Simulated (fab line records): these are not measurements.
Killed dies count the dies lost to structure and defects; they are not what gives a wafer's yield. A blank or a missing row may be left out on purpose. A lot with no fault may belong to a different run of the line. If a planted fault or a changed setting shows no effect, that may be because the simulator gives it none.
fab line records / flow berkeleyCmos170 / part 2 of 2: steps 28 to 35 of 35
[record] lots = 5 wafers = 15 lastDay = 12
route steps=331 shown NVT@110 PVT@115 GATE@125 FIELD@126
lots with no fault: from the same line, run without faults
startH: start of the lot's first displayed wafer, in hours after the record's first day / waitH: hours elapsed since this lot's preceding step / " same as the row above / L1.1+2: a single row standing in for several wafers / - either no value or no given start / * or withheld: withheld / < > ~ a bound
route shown NAME@n: NAME is a module with steps in the file, n the number in the route of the first one / usual: the fault-free wafers' mean and standard deviation / same: alike in all rows / chamber/n: place in a boat / sites: the reading at each site / _std_site: standard deviation across them / _edge_site: inner sites' mean taken away from outer sites' mean / radiusMm: how far each site lies from the wafer's centre / mask NAME#n: copy n / behind: the tool/chamber that last shaped the wafer / hold: the reason the lot was held/the length of the hold in hours/how it ended / device: which transistor (n, p or np) failed to switch / end of line: the same wafers' tests at the end of the route / step lacking rows: just its recipe / killed: not the wafer's yield, but the dies lost to structure and defects at the first sort / map: shows each die of a wafer: x if killed, . if not, _ if none is there
set.NAME: setting as actually run; set.NAME@STEP: the setting as run at that earlier step / model.NAME: the simulator's own value behind a step, which no gauge read
lots at selected steps of the route; one table per step, one row per wafer
services: from which hour (startH, from the record's first day; less than 0 if before it) a tool's chamber was out of use, for how many hours, and why
[[steps]]
[step UCB170_GATE_DEVELOP_11]
[recipe] developer = TMAH developTimeS = 45 resist = KrF devTempC = 21
[usual] developerTempC = 21.01/0.1
[same] developTimeS = 45
lot.wafer=L076.1 tool=lithoTrack-03 chamber=0 startH=- waitH=- developerTempC=20.87
lot.wafer=L076.3 tool=lithoTrack-03 chamber=0 startH=- waitH=- developerTempC=20.96
lot.wafer=L076.5 tool=lithoTrack-03 chamber=0 startH=- waitH=- developerTempC=20.95
lot.wafer=L079.2 tool=lithoTrack-02 chamber=0 startH=- waitH=- developerTempC=21.09
lot.wafer=L079.4 tool=lithoTrack-02 chamber=0 startH=- waitH=- developerTempC=21.08
lot.wafer=L079.6 tool=lithoTrack-02 chamber=0 startH=- waitH=- developerTempC=21.03
lot.wafer=L087.3 tool=lithoTrack-03 chamber=0 startH=- waitH=- developerTempC=20.90
lot.wafer=L087.5 tool=lithoTrack-03 chamber=0 startH=- waitH=- developerTempC=21.07
lot.wafer=L087.6 tool=lithoTrack-03 chamber=0 startH=- waitH=- developerTempC=21.03
lot.wafer=L090.2 tool=lithoTrack-03 chamber=0 startH=- waitH=- developerTempC=20.74
lot.wafer=L090.3 tool=lithoTrack-03 chamber=0 startH=- waitH=- developerTempC=20.93
lot.wafer=L090.6 tool=lithoTrack-03 chamber=0 startH=- waitH=- developerTempC=20.88
lot.wafer=L096.1 tool=lithoTrack-03 chamber=0 startH=- waitH=- developerTempC=21.03
lot.wafer=L096.4 tool=lithoTrack-03 chamber=0 startH=- waitH=- developerTempC=21.01
lot.wafer=L096.6 tool=lithoTrack-03 chamber=0 startH=- waitH=- developerTempC=21.01
[step UCB170_GATE_CD_MEAS_12]
[recipe] targetCdNm = 350
[usual] cdNm = 350.4/1.3
lot.wafer=L076.1 tool=cdSem-01 chamber=- startH=144.94 waitH=- cdNm=350.5
lot.wafer=L076.3 tool=cdSem-01 chamber=- startH=144.94 waitH=- cdNm=351.6
lot.wafer=L076.5 tool=cdSem-01 chamber=- startH=144.94 waitH=- cdNm=351.3
lot.wafer=L079.2 tool=cdSem-01 chamber=- startH=169.00 waitH=- cdNm=348.1
lot.wafer=L079.4 tool=cdSem-01 chamber=- startH=169.00 waitH=- cdNm=348.8
lot.wafer=L079.6 tool=cdSem-01 chamber=- startH=169.00 waitH=- cdNm=349.5
lot.wafer=L087.3 tool=cdSem-01 chamber=- startH=206.62 waitH=- cdNm=351.8
lot.wafer=L087.5 tool=cdSem-01 chamber=- startH=206.62 waitH=- cdNm=350.7
lot.wafer=L087.6 tool=cdSem-01 chamber=- startH=206.62 waitH=- cdNm=350.3
lot.wafer=L090.2 tool=cdSem-02 chamber=- startH=211.94 waitH=- cdNm=352.1
lot.wafer=L090.3 tool=cdSem-02 chamber=- startH=211.94 waitH=- cdNm=353.0
lot.wafer=L090.6 tool=cdSem-02 chamber=- startH=211.94 waitH=- cdNm=351.8
lot.wafer=L096.1 tool=cdSem-01 chamber=- startH=252.61 waitH=- cdNm=352.6
lot.wafer=L096.4 tool=cdSem-01 chamber=- startH=252.61 waitH=- cdNm=352.6
lot.wafer=L096.6 tool=cdSem-01 chamber=- startH=252.61 waitH=- cdNm=351.7
[step UCB170_GATE_OVL_MEAS_13]
[usual] GATE_OVL = 3/5.2
lot.wafer=L076.1 tool=overlay-01 chamber=- startH=145.06 waitH=0.1 GATE_OVL[nm]=-2
lot.wafer=L076.3 tool=overlay-01 chamber=- startH=145.06 waitH=0.1 GATE_OVL[nm]=3
lot.wafer=L076.5 tool=overlay-01 chamber=- startH=145.06 waitH=0.1 GATE_OVL[nm]=-3
lot.wafer=L079.2 tool=overlay-01 chamber=- startH=169.11 waitH=0.1 GATE_OVL[nm]=1
lot.wafer=L079.4 tool=overlay-01 chamber=- startH=169.11 waitH=0.1 GATE_OVL[nm]=4
lot.wafer=L079.6 tool=overlay-01 chamber=- startH=169.11 waitH=0.1 GATE_OVL[nm]=8
lot.wafer=L087.3 tool=overlay-01 chamber=- startH=206.72 waitH=0.1 GATE_OVL[nm]=-9
lot.wafer=L087.5 tool=overlay-01 chamber=- startH=206.72 waitH=0.1 GATE_OVL[nm]=-3
lot.wafer=L087.6 tool=overlay-01 chamber=- startH=206.72 waitH=0.1 GATE_OVL[nm]=-3
lot.wafer=L090.2 tool=overlay-02 chamber=- startH=212.05 waitH=0.1 GATE_OVL[nm]=3
lot.wafer=L090.3 tool=overlay-02 chamber=- startH=212.05 waitH=0.1 GATE_OVL[nm]=2
lot.wafer=L090.6 tool=overlay-02 chamber=- startH=212.05 waitH=0.1 GATE_OVL[nm]=-4
lot.wafer=L096.1 tool=overlay-02 chamber=- startH=252.73 waitH=0.1 GATE_OVL[nm]=13
lot.wafer=L096.4 tool=overlay-02 chamber=- startH=252.73 waitH=0.1 GATE_OVL[nm]=5
lot.wafer=L096.6 tool=overlay-02 chamber=- startH=252.73 waitH=0.1 GATE_OVL[nm]=10
[step UCB170_GATE_ETCH_14]
[recipe] chemistry = N2/H2 targetDepthA = withheld overetchA = withheld target = BARC timeS = withheld sourceW = 500 biasW = 100 pressureMtorr = 30 n2FlowSccm = 100 h2FlowSccm = 200
[usual] chamberPressureMTorr = 30.00/0.03 drypumpMotorCurrentA = 5.5/0.41 oesProductAu = 1.007/0.018 throttleValvePct = 13.30/0.2
lot.wafer=L076.1 tool=rieDiel-01 chamber=1 startH=145.10 waitH=0.0 chamberPressureMTorr=29.98 drypumpMotorCurrentA=5.2 oesProductAu=0.971 throttleValvePct=13.12
lot.wafer=L076.3 tool=rieDiel-01 chamber=3 startH=145.10 waitH=0.0 chamberPressureMTorr=30.03 drypumpMotorCurrentA=6.0 oesProductAu=0.993 throttleValvePct=13.43
lot.wafer=L076.5 tool=rieDiel-01 chamber=1 startH=145.10 waitH=0.0 chamberPressureMTorr=30.00 drypumpMotorCurrentA=5.2 oesProductAu=0.990 throttleValvePct=13.11
lot.wafer=L079.2 tool=rieDiel-04 chamber=0 startH=169.14 waitH=0.0 chamberPressureMTorr=29.98 drypumpMotorCurrentA=6.2 oesProductAu=0.975 throttleValvePct=13.52
lot.wafer=L079.4 tool=rieDiel-04 chamber=3 startH=169.14 waitH=0.0 chamberPressureMTorr=29.97 drypumpMotorCurrentA=6.1 oesProductAu=1.004 throttleValvePct=12.90
lot.wafer=L079.6 tool=rieDiel-04 chamber=1 startH=169.14 waitH=0.0 chamberPressureMTorr=30.00 drypumpMotorCurrentA=5.2 oesProductAu=0.994 throttleValvePct=13.07
lot.wafer=L087.3 tool=rieDiel-03 chamber=1 startH=206.74 waitH=0.0 chamberPressureMTorr=30.04 drypumpMotorCurrentA=5.2 oesProductAu=0.996 throttleValvePct=13.33
lot.wafer=L087.5 tool=rieDiel-03 chamber=0 startH=206.74 waitH=0.0 chamberPressureMTorr=29.94 drypumpMotorCurrentA=5.3 oesProductAu=1.039 throttleValvePct=13.44
lot.wafer=L087.6 tool=rieDiel-03 chamber=1 startH=206.74 waitH=0.0 chamberPressureMTorr=30.01 drypumpMotorCurrentA=5.1 oesProductAu=1.009 throttleValvePct=13.31
lot.wafer=L090.2 tool=rieDiel-01 chamber=2 startH=212.08 waitH=0.0 chamberPressureMTorr=29.97 drypumpMotorCurrentA=5.5 oesProductAu=1.027 throttleValvePct=13.46
lot.wafer=L090.3 tool=rieDiel-01 chamber=0 startH=212.08 waitH=0.0 chamberPressureMTorr=29.99 drypumpMotorCurrentA=5.4 oesProductAu=1.033 throttleValvePct=13.48
lot.wafer=L090.6 tool=rieDiel-01 chamber=2 startH=212.08 waitH=0.0 chamberPressureMTorr=29.99 drypumpMotorCurrentA=5.5 oesProductAu=1.028 throttleValvePct=13.47
lot.wafer=L096.1 tool=rieDiel-01 chamber=0 startH=252.77 waitH=0.0 chamberPressureMTorr=30.04 drypumpMotorCurrentA=5.4 oesProductAu=1.014 throttleValvePct=13.48
lot.wafer=L096.4 tool=rieDiel-01 chamber=2 startH=252.77 waitH=0.0 chamberPressureMTorr=30.02 drypumpMotorCurrentA=5.5 oesProductAu=1.019 throttleValvePct=13.46
lot.wafer=L096.6 tool=rieDiel-01 chamber=0 startH=252.77 waitH=0.0 chamberPressureMTorr=30.01 drypumpMotorCurrentA=5.4 oesProductAu=1.021 throttleValvePct=13.48
[step UCB170_GATE_ETCH_15]
[recipe] chemistry = HBr/Cl2 target = poly-Si stopOn = SiO2 overEtchFrac = 0.3 icpW = 300 biasW = 150 timeS = 56.3 pressureMtorr = 15 HBr_flow_sccm = 150 Cl2_flow_sccm = 50 targetDepthA = 2782
[usual] chamberPressureMTorr = 15.000/0.013 drypumpMotorCurrentA = 5.5/0.58 oesProductAu = 0.828/0.011 throttleValvePct = 26.33/0.11
[same] timeS = 56.3
lot.wafer=L076.1 tool=rieSi-01 chamber=2 startH=145.14 waitH=- chamberPressureMTorr=14.990 drypumpMotorCurrentA=5.6 oesProductAu=0.833 rfHoursCounterH=2 throttleValvePct=26.43
lot.wafer=L076.3 tool=rieSi-01 chamber=0 startH=145.14 waitH=- chamberPressureMTorr=14.997 drypumpMotorCurrentA=5.6 oesProductAu=0.846 rfHoursCounterH=1 throttleValvePct=26.42
lot.wafer=L076.5 tool=rieSi-01 chamber=0 startH=145.14 waitH=- chamberPressureMTorr=15.003 drypumpMotorCurrentA=5.6 oesProductAu=0.836 rfHoursCounterH=- throttleValvePct=26.43
lot.wafer=L079.2 tool=rieSi-02 chamber=0 startH=169.18 waitH=- chamberPressureMTorr=14.995 drypumpMotorCurrentA=4.9 oesProductAu=0.830 rfHoursCounterH=76 throttleValvePct=26.47
lot.wafer=L079.4 tool=rieSi-02 chamber=1 startH=169.18 waitH=- chamberPressureMTorr=15.016 drypumpMotorCurrentA=5.0 oesProductAu=0.833 rfHoursCounterH=117 throttleValvePct=26.20
lot.wafer=L079.6 tool=rieSi-02 chamber=2 startH=169.18 waitH=- chamberPressureMTorr=15.032 drypumpMotorCurrentA=4.7 oesProductAu=0.811 rfHoursCounterH=- throttleValvePct=26.23
lot.wafer=L087.3 tool=rieSi-01 chamber=0 startH=206.78 waitH=- chamberPressureMTorr=14.990 drypumpMotorCurrentA=5.6 oesProductAu=0.834 rfHoursCounterH=1 throttleValvePct=26.41
lot.wafer=L087.5 tool=rieSi-01 chamber=3 startH=206.78 waitH=- chamberPressureMTorr=14.996 drypumpMotorCurrentA=5.7 oesProductAu=0.834 rfHoursCounterH=- throttleValvePct=26.26
lot.wafer=L087.6 tool=rieSi-01 chamber=2 startH=206.78 waitH=- chamberPressureMTorr=14.999 drypumpMotorCurrentA=5.6 oesProductAu=0.824 rfHoursCounterH=- throttleValvePct=26.44
lot.wafer=L090.2 tool=rieSi-02 chamber=2 startH=212.12 waitH=- chamberPressureMTorr=15.002 drypumpMotorCurrentA=4.7 oesProductAu=0.798 rfHoursCounterH=101 throttleValvePct=26.25
lot.wafer=L090.3 tool=rieSi-02 chamber=0 startH=212.12 waitH=- chamberPressureMTorr=14.983 drypumpMotorCurrentA=4.9 oesProductAu=0.823 rfHoursCounterH=76 throttleValvePct=26.47
lot.wafer=L090.6 tool=rieSi-02 chamber=3 startH=212.12 waitH=- chamberPressureMTorr=15.011 drypumpMotorCurrentA=6.0 oesProductAu=0.826 rfHoursCounterH=- throttleValvePct=26.41
lot.wafer=L096.1 tool=rieSi-01 chamber=0 startH=252.81 waitH=- chamberPressureMTorr=15.002 drypumpMotorCurrentA=5.6 oesProductAu=0.846 rfHoursCounterH=2 throttleValvePct=26.43
lot.wafer=L096.4 tool=rieSi-01 chamber=2 startH=252.81 waitH=- chamberPressureMTorr=15.005 drypumpMotorCurrentA=5.6 oesProductAu=0.814 rfHoursCounterH=2 throttleValvePct=26.43
lot.wafer=L096.6 tool=rieSi-01 chamber=3 startH=252.81 waitH=- chamberPressureMTorr=15.020 drypumpMotorCurrentA=5.7 oesProductAu=0.845 rfHoursCounterH=- throttleValvePct=26.28
[step UCB170_GATE_STRIP_16]
[recipe] chemistry = O2 powerW = 400 pressureMtorr = 3500 platenTempC = withheld o2FlowSccm = 400 overashFraction = 0.5
[usual] chamberPressureMTorr = 3500/3.1 drypumpMotorCurrentA = 5.7/0.67 oesProductAu = 0.724/0.0045
[same] overashFraction = 0.5
lot.wafer=L076.1 tool=plasmaAsher-04 chamber=0 startH=145.19 waitH=0.0 chamberPressureMTorr=3495 drypumpMotorCurrentA=6.7 oesProductAu=0.727 rfHoursCounterH=3
lot.wafer=L076.3 tool=plasmaAsher-04 chamber=1 startH=145.19 waitH=0.0 chamberPressureMTorr=3499 drypumpMotorCurrentA=6.1 oesProductAu=0.716 rfHoursCounterH=-
lot.wafer=L076.5 tool=plasmaAsher-04 chamber=1 startH=145.19 waitH=0.0 chamberPressureMTorr=3505 drypumpMotorCurrentA=6.1 oesProductAu=0.722 rfHoursCounterH=-
lot.wafer=L079.2 tool=plasmaAsher-01 chamber=1 startH=169.23 waitH=0.0 chamberPressureMTorr=3501 drypumpMotorCurrentA=5.4 oesProductAu=0.715 rfHoursCounterH=39
lot.wafer=L079.4 tool=plasmaAsher-01 chamber=0 startH=169.23 waitH=0.0 chamberPressureMTorr=3504 drypumpMotorCurrentA=4.8 oesProductAu=0.723 rfHoursCounterH=-
lot.wafer=L079.6 tool=plasmaAsher-01 chamber=0 startH=169.23 waitH=0.0 chamberPressureMTorr=3496 drypumpMotorCurrentA=4.8 oesProductAu=0.721 rfHoursCounterH=-
lot.wafer=L087.3 tool=plasmaAsher-04 chamber=1 startH=206.86 waitH=0.1 chamberPressureMTorr=3500 drypumpMotorCurrentA=6.1 oesProductAu=0.725 rfHoursCounterH=-
lot.wafer=L087.5 tool=plasmaAsher-04 chamber=0 startH=206.86 waitH=0.1 chamberPressureMTorr=3495 drypumpMotorCurrentA=6.7 oesProductAu=0.723 rfHoursCounterH=-
lot.wafer=L087.6 tool=plasmaAsher-04 chamber=1 startH=206.86 waitH=0.1 chamberPressureMTorr=3503 drypumpMotorCurrentA=6.0 oesProductAu=0.723 rfHoursCounterH=-
lot.wafer=L090.2 tool=plasmaAsher-01 chamber=1 startH=212.17 waitH=0.0 chamberPressureMTorr=3497 drypumpMotorCurrentA=5.5 oesProductAu=0.714 rfHoursCounterH=44
lot.wafer=L090.3 tool=plasmaAsher-01 chamber=1 startH=212.17 waitH=0.0 chamberPressureMTorr=3499 drypumpMotorCurrentA=5.5 oesProductAu=0.727 rfHoursCounterH=-
lot.wafer=L090.6 tool=plasmaAsher-01 chamber=0 startH=212.17 waitH=0.0 chamberPressureMTorr=3501 drypumpMotorCurrentA=4.8 oesProductAu=0.717 rfHoursCounterH=-
lot.wafer=L096.1 tool=plasmaAsher-03 chamber=1 startH=252.86 waitH=0.0 chamberPressureMTorr=3499 drypumpMotorCurrentA=6.2 oesProductAu=0.726 rfHoursCounterH=55
lot.wafer=L096.4 tool=plasmaAsher-03 chamber=0 startH=252.86 waitH=0.0 chamberPressureMTorr=3502 drypumpMotorCurrentA=5.0 oesProductAu=0.719 rfHoursCounterH=-
lot.wafer=L096.6 tool=plasmaAsher-03 chamber=1 startH=252.86 waitH=0.0 chamberPressureMTorr=3499 drypumpMotorCurrentA=6.1 oesProductAu=0.714 rfHoursCounterH=-
[step UCB170_GATE_CD_MEAS_90]
[recipe] targetCdNm = 350
[usual] cdNm = 350.4/1.4
lot.wafer=L076.1 tool=cdSem-02 chamber=- startH=145.29 waitH=0.1 cdNm=350.7
lot.wafer=L076.3 tool=cdSem-02 chamber=- startH=145.29 waitH=0.1 cdNm=351.6
lot.wafer=L076.5 tool=cdSem-02 chamber=- startH=145.29 waitH=0.1 cdNm=351.7
lot.wafer=L079.2 tool=cdSem-01 chamber=- startH=169.35 waitH=0.1 cdNm=348.6
lot.wafer=L079.4 tool=cdSem-01 chamber=- startH=169.35 waitH=0.1 cdNm=349.3
lot.wafer=L079.6 tool=cdSem-01 chamber=- startH=169.35 waitH=0.1 cdNm=349.3
lot.wafer=L087.3 tool=cdSem-02 chamber=- startH=206.97 waitH=0.1 cdNm=351.7
lot.wafer=L087.5 tool=cdSem-02 chamber=- startH=206.97 waitH=0.1 cdNm=350.2
lot.wafer=L087.6 tool=cdSem-02 chamber=- startH=206.97 waitH=0.1 cdNm=350.3
lot.wafer=L090.2 tool=cdSem-02 chamber=- startH=212.30 waitH=0.1 cdNm=351.8
lot.wafer=L090.3 tool=cdSem-02 chamber=- startH=212.30 waitH=0.1 cdNm=353.2
lot.wafer=L090.6 tool=cdSem-02 chamber=- startH=212.30 waitH=0.1 cdNm=351.8
lot.wafer=L096.1 tool=cdSem-02 chamber=- startH=252.96 waitH=0.1 cdNm=352.9
lot.wafer=L096.4 tool=cdSem-02 chamber=- startH=252.96 waitH=0.1 cdNm=353.2
lot.wafer=L096.6 tool=cdSem-02 chamber=- startH=252.96 waitH=0.1 cdNm=352.6
[step UCB170_GATE_CLEAN_17]
[recipe] chemistry = SPM tempC = 120 timeS = 600
[same] timeS = 600
lot.wafer=L076.1+3+5 tool=wetBench-01 chamber=3 startH=145.55 waitH=0.2
lot.wafer=L079.2+4+6 tool=wetBench-01 chamber=2 startH=170.05 waitH=0.7
lot.wafer=L087.3+5+6 tool=wetBench-01 chamber=2 startH=207.09 waitH=0.1
lot.wafer=L090.2+3+6 tool=wetBench-01 chamber=0 startH=212.68 waitH=0.4
lot.wafer=L096.1+4+6 tool=wetBench-01 chamber=3 startH=253.08 waitH=0.1
[[services]]
tool=plasmaAsher-04 chamber=- startH=108.75 hours=9.0 kind=pm
tool=rieDiel-01 chamber=- startH=112.88 hours=2.8 kind=pm
tool=rieSi-02 chamber=1 startH=119.05 hours=6.7 kind=repair
tool=wetBench-01 chamber=- startH=125.22 hours=2.7 kind=repair
tool=rieSi-01 chamber=- startH=134.40 hours=0.1 kind=repair
tool=krfScanner-01 chamber=- startH=134.52 hours=1.3 kind=pm
tool=plasmaAsher-04 chamber=- startH=140.02 hours=2.8 kind=pm
tool=furnace-01 chamber=- startH=144.55 hours=3.1 kind=pm
tool=plasmaAsher-01 chamber=- startH=157.65 hours=0.6 kind=repair
tool=plasmaAsher-02 chamber=- startH=158.13 hours=6.6 kind=pm
tool=rieDiel-01 chamber=- startH=160.03 hours=1.0 kind=repair
tool=wetBench-04 chamber=- startH=169.59 hours=11.1 kind=repair
tool=krfScanner-02 chamber=- startH=187.76 hours=0.4 kind=repair
tool=rieSi-01 chamber=0 startH=189.42 hours=2.0 kind=repair
tool=krfScanner-02 chamber=- startH=193.20 hours=0.8 kind=pm
tool=krfScanner-01 chamber=- startH=194.13 hours=0.8 kind=pm
tool=krfScanner-02 chamber=- startH=194.90 hours=1.0 kind=pm
tool=implanter-04 chamber=- startH=197.56 hours=3.1 kind=repair
tool=furnace-04 chamber=- startH=201.16 hours=3.3 kind=pm
tool=implanter-01 chamber=- startH=208.34 hours=0.9 kind=repair
tool=implanter-04 chamber=- startH=212.25 hours=5.0 kind=pm
tool=implanter-04 chamber=- startH=217.86 hours=6.5 kind=pm
tool=furnace-04 chamber=- startH=244.24 hours=4.3 kind=pm
tool=implanter-01 chamber=- startH=249.12 hours=3.4 kind=repair
